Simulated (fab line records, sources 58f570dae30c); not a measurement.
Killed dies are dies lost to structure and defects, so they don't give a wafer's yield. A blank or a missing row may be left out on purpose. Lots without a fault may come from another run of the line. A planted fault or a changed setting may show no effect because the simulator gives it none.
Chamber matching | flow berkeley_cmos170 | UCB170_V1_CMP_02 on cmp-02: 4 sister chambers
The step polishes SiO2. 22 wafers are shown with their chamber, then 11 later ones without.

WAFERS WITH THEIR CHAMBER
wafer  | chamber | motor_current_A (A)
L625.1 | 2       | 15.3
L625.2 | 0       | 19.1
L625.5 | 1       | 17.7
L622.2 | 3       | 18.2
L622.3 | 2       | 15.6
L622.4 | 1       | 17.9
L628.3 | 1       | 17.9
L628.4 | 0       | 19.1
L628.5 | 1       | 18.8
L627.3 | 1       | 17.3
L627.4 | 2       | 15.4
L627.5 | 1       | 17.9
L630.2 | 1       | 17.9
L630.4 | 2       | 14.7
L630.5 | 3       | 19.2
L632.1 | 3       | 18.7
L632.5 | 2       | 15.3
L632.6 | 3       | 19.9
L635.1 | 0       | 18.8
L635.2 | 3       | 18.5
L635.6 | 0       | 18.7
L637.1 | 1       | 17.8

SIGNATURES (means of the wafers above)
reading         | chamber 0 | chamber 1 | chamber 2 | chamber 3 | scatter within a chamber
motor_current_A | 18.925    | 17.900    | 15.260    | 18.900    | 0.446
Rule: a wafer's distance from a chamber is the root of the sum, over the readings, of the square of ((its reading less the chamber's mean) divided by the reading's scatter). The wafer belongs to the nearest chamber; if the next one is less than 2 further off, it can't be placed. The scatter: the root of (the sum of the squares of (reading less its chamber's mean) over the shown wafers, divided by (wafers less chambers)).

WAFERS WITHOUT THEIR CHAMBER
wafer  | motor_current_A (A)
L637.4 | 18.4
L637.5 | 17.6
L642.1 | 17.5
L642.3 | 18.7
L642.4 | 18.5
L644.1 | 19.4
L644.2 | 14.8
L644.6 | 15.1
L645.1 | 18.4
L645.2 | 18.7
L645.6 | 18.5

WHICH CHAMBER EACH WENT THROUGH
wafer  | from the rows above          | in truth
L637.4 | can't be placed: 1 or 3 or 0 | 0
L637.5 | 1                            | 1
L642.1 | 1                            | 1
L642.3 | can't be placed: 3 or 0 or 1 | 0
L642.4 | can't be placed: 3 or 0 or 1 | 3
L644.1 | can't be placed: 0 or 3      | 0
L644.2 | 2                            | 2
L644.6 | 2                            | 2
L645.1 | can't be placed: 1 or 3 or 0 | 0
L645.2 | can't be placed: 3 or 0 or 1 | 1
L645.6 | can't be placed: 3 or 0 or 1 | 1
Placed correctly: 4 of 11. Can't be placed from these rows: 7 (the true chamber is among the candidates in 7). Placed wrongly: 0.
